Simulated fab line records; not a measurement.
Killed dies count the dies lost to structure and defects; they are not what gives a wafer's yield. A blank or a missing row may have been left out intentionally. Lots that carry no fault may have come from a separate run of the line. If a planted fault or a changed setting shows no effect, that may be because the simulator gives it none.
Comparing a struck lot with a sound one | flow berkeleyCmos170 | 31 steps out of a route of 331
Sound: these wafers, L456.3, L456.4, L456.6. Struck: wafers L472.1, L472.3, L472.6. The cause is given at the end.
Each step with rows lists, per side, the tool, then ch with its chambers, then its first start. Under that, the readings that differ: sound wafers | struck wafers | difference of the means | sigmas: that difference in standard deviations of wafers without a fault.
alike: same words and numbers on both sides, and readings whose means sit less than 2 such deviations apart. not compared: any withheld reading, any reading some wafer has no value for, any bound like >300 that may hide the same value, and any number with overlapping values for which the record gives no deviation.
Wherever a step has rows on one side only, a row that says differs or no value, or a row with sigmas, the two part there. Numbers that have no deviation but don't overlap get no sigmas and don't part them. Lack of a reading on every wafer of one side parts them only where that side has two or more wafers.

first, 1 step without rows for these wafers: UCB170_SDANNEAL_RTA_01 (time 5 s).
UCB170_SDANNEAL_RS_MEAS_02: measurement is done with a four-point probe.
  sound on filmMetro-02 at day 9 01:59; struck on filmMetro-01 at day 13 02:17
  alike: PSD_RS
UCB170_SDANNEAL_RS_MEAS_03: measurement is done with a four-point probe.
  sound on filmMetro-02 at day 9 02:06; struck on filmMetro-01 at day 13 02:24
  alike: NSD_RS
UCB170_SDANNEAL_RS_MEAS_04: measurement is done with a four-point probe.
  sound on filmMetro-02 at day 9 02:13; struck on filmMetro-01 at day 13 02:31
reading          | sound          | struck         | difference | sigmas
PLDD_RS (ohm/sq) | 1035 1036 1037 | 1029 1026 1028 | -8         | -3
UCB170_SDANNEAL_RS_MEAS_05: measurement is done with a four-point probe.
  sound on filmMetro-02 at day 9 02:20; struck on filmMetro-01 at day 13 02:38
  alike: NLDD_RS
then, 2 steps without rows for these wafers: UCB170_SILICIDE_PRE_CLEAN_00 (preclean etch time 60 s); UCB170_SILICIDE_SPUTTER_01 (material Ti, target thk 30 nm, time 25 s).
UCB170_SILICIDE_RS_MEAS_02: measurement is done with a four-point probe.
  sound on filmMetro-04 at day 9 02:33; struck on filmMetro-03 at day 13 02:52
  alike: SILICIDE_TI_RS
UCB170_SILICIDE_THK_MEAS_03: measures by xrf.
  sound on filmMetro-04 at day 9 02:39; struck on filmMetro-03 at day 13 02:59
  alike: SILICIDE_TI_THK
UCB170_SILICIDE_RTA_04: time 15 s.
  sound on rtpAnneal-01 ch 0, day 9 02:43; struck on rtpAnneal-02 ch 0, day 13 03:02
  alike: chamberO2Ppm, lampPowerPct, wafer_temp_C_max
then, 2 steps without rows for these wafers: UCB170_SILICIDE_WET_ETCH_05 (etches Ti in SPM, time 45 s); UCB170_CONTACT_CLEAN_00 (cleans in SPM, time 600 s).
UCB170_CONTACT_CVD_01: deposits PSG from SiH4/O2/PH3, target thk 700 nm, time 2820 s.
  sound on lpcvd-02 ch 1, day 9 04:22; struck on lpcvd-01 ch 0, day 13 03:19
reading                                | sound             | struck            | difference | sigmas
model.PSG_of_CONTACT_CVD_01.thkNm (nm) | 704.1 706.5 711.5 | 880.6 877.8 879.4 | +171.9     | 
UCB170_CONTACT_THK_MEAS_02:
  sound on filmMetro-03 at day 9 06:10; struck on filmMetro-04 at day 13 05:05
reading              | sound       | struck      | difference | sigmas
CONTACT_PSG_THK (nm) | 704 706 712 | 881 877 880 | +172       | +29
then, 3 steps without rows for these wafers: UCB170_CONTACT_HMDS_03 (prime time 60 s); UCB170_CONTACT_COAT_04 (resist thk 900 nm); UCB170_CONTACT_SOFTBAKE_05 (time 60 s).
UCB170_CONTACT_STRIP_06: strips in O2.
  sound on plasmaAsher-02 ch 0,1, day 9 06:56; struck on plasmaAsher-04 ch 0, day 13 05:36
  alike: drypumpMotorCurrentA, oesProductAu, stripTimeToEndpointS
  not compared: rfHoursCounterH
then, 1 step without rows for these wafers: UCB170_CONTACT_CLEAN_07 (cleans in SPM, time 600 s).
UCB170_CONTACT_RTA_08: time 10 s.
  sound on rtpAnneal-01 ch 0, day 9 07:13; struck on rtpAnneal-01 ch 0, day 13 05:53
  alike: chamberO2Ppm, lampPowerPct, wafer_temp_C_max
then, 6 steps without rows for these wafers: UCB170_CONTACT_COAT_09; UCB170_CONTACT_COAT_10 (resist thk 900 nm); UCB170_CONTACT_SOFTBAKE_11 (time 60 s); UCB170_CONTACT_EXPOSE_12 (exposes mask CONT, target cd 700 nm); UCB170_CONTACT_PEB_13; UCB170_CONTACT_DEVELOP_14 (develop time 45 s).
UCB170_CONTACT_CD_MEAS_15: target cd 700 nm.
  sound on cdSem-01 at day 9 08:47; struck on cdSem-01 at day 13 06:53
  alike: cdNm
UCB170_CONTACT_OVL_MEAS_16:
  sound on overlay-02 at day 9 08:52; struck on overlay-01 at day 13 07:00
  alike: CONTACT_OVL
UCB170_CONTACT_ETCH_17: etches BARC in N2/H2.
  sound on rieDiel-03 ch 0,2,3, day 9 08:53; struck on rieDiel-02 ch 0,2,3, day 13 07:02
  alike: drypumpMotorCurrentA, oesProductAu, throttleValvePct
UCB170_CONTACT_ETCH_18: etches PSG in CHF3/CF4/Ar, stops on TiSi2, target depth 840 nm, time 195 s.
  sound: rieDiel-03 ch 0,2,3; struck: rieDiel-02 ch 0,2,3
reading                           | sound             | struck            | difference | sigmas
oesProductAu (a.u.)               | 0.916 0.899 0.904 | 0.993 0.992 0.987 | +0.084     | +6
model.CONTACT.featureDepthNm (nm) | 704.1 706.5 711.5 | 850 845.3 834     | +136       | 
model.etch.depthNm (nm)           | 704.1 706.5 711.5 | 850 845.3 834     | +136       | 
  alike: drypumpMotorCurrentA, throttleValvePct
  not compared: rfHoursCounterH
UCB170_CONTACT_STRIP_19: strips in O2.
  sound on plasmaAsher-04 ch 0,1, day 9 09:05; struck on plasmaAsher-01 ch 0,1, day 13 07:13
  alike: drypumpMotorCurrentA, oesProductAu
  not compared: rfHoursCounterH

WHERE THEY PART
Earliest at UCB170_SDANNEAL_RS_MEAS_04; latest, in this record, at UCB170_CONTACT_ETCH_18. Later steps at which nothing parts them and some readings are alike: UCB170_CONTACT_STRIP_19.

WHY: whatever the simulator had introduced
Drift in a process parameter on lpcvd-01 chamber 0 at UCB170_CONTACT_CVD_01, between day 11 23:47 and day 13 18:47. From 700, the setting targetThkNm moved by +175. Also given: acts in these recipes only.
